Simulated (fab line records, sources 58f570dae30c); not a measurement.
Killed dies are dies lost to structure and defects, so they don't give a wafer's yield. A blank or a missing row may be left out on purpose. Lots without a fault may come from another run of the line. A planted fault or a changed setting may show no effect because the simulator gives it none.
A struck lot beside a sound one | flow berkeley_cmos170 | 15 steps out of a route of 331
Sound: wafers L460.2, L460.3, L460.6. Struck: wafers L454.2, L454.4, L454.6. The cause comes at the end.
At each step with rows: each side's tool, then ch and its chambers, then its first start. Under that, the readings that differ: sound wafers | struck wafers | difference of the means | sigmas: that difference in standard deviations of wafers without a fault.
alike: readings whose means differ by less than 2 such deviations, and words and numbers that are the same on both sides. not compared: withheld readings, readings that some wafer has no value for, bounds like >300 that may hide the same value, and numbers for which the record gives no deviation and whose values overlap.
The two part at a step that has a row with sigmas, a row that says differs or no value, or rows on one side only. Numbers that don't overlap but have no deviation are shown without sigmas and don't part them. A reading that every wafer of one side lacks parts them only if that side has two wafers or more.

first, 2 steps without rows for these wafers: UCB170_M3_COAT_05 (resist thk 900 nm); UCB170_M3_SOFTBAKE_06 (time 60 s).
UCB170_M3_STRIP_07: strips in O2.
  sound on plasma_asher-01 ch 0,1, day 11 15:03; struck on plasma_asher-01 ch 0,1, day 10 12:25
  alike: drypump_motor_current_A, o2_flow_sccm, oes_product_au, strip_time_to_endpoint_s
  not compared: rf_hours_counter_h
then, 7 steps without rows for these wafers: UCB170_M3_STRIP_08 (strips KrF in DMSO, time 600 s); UCB170_M3_COAT_09; UCB170_M3_COAT_10 (resist thk 900 nm); UCB170_M3_SOFTBAKE_11 (time 60 s); UCB170_M3_EXPOSE_12 (exposes mask METAL3, target cd 700 nm); UCB170_M3_PEB_13; UCB170_M3_DEVELOP_14 (develop time 45 s).
UCB170_M3_CD_MEAS_15: target cd 700 nm.
  sound on cd_sem-02, day 11 17:04; struck on cd_sem-01, day 10 13:35
  alike: cd_nm
UCB170_M3_OVL_MEAS_16:
  sound on overlay-02, day 11 17:10; struck on overlay-01, day 10 13:41
  alike: M3_OVL
UCB170_M3_ETCH_17: etches BARC in N2/H2.
  sound on rie_diel-03 ch 0,1,3, day 11 17:14; struck on rie_diel-02 ch 1,3, day 10 13:43
  reading               | sound             | struck            | difference | sigmas
  oes_product_au (a.u.) | 1.033 0.970 0.990 | 0.809 0.773 0.810 | -0.200     | -11
  alike: drypump_motor_current_A, n2_flow_sccm, rf_fwd_power_W, throttle_valve_pct
UCB170_M3_METAL_ETCH_18: etches Al in Cl2/BCl3, stops on SiO2, target depth 1170 nm, time 195 s.
  sound on rie_metal-04 ch 0,1, day 11 17:17; struck on rie_metal-04 ch 0, day 10 13:46
  alike: bcl3_flow_sccm, drypump_motor_current_A, oes_product_au, rf_fwd_power_W, throttle_valve_pct
  not compared: rf_hours_counter_h
UCB170_M3_PROBE_99:
  the record has rows for the struck wafers here (prober-02, day 10 14:20) and none for the sound ones

WHERE THEY PART
First at UCB170_M3_ETCH_17; last, within this record, at UCB170_M3_PROBE_99.

WHY: what the simulator had put in
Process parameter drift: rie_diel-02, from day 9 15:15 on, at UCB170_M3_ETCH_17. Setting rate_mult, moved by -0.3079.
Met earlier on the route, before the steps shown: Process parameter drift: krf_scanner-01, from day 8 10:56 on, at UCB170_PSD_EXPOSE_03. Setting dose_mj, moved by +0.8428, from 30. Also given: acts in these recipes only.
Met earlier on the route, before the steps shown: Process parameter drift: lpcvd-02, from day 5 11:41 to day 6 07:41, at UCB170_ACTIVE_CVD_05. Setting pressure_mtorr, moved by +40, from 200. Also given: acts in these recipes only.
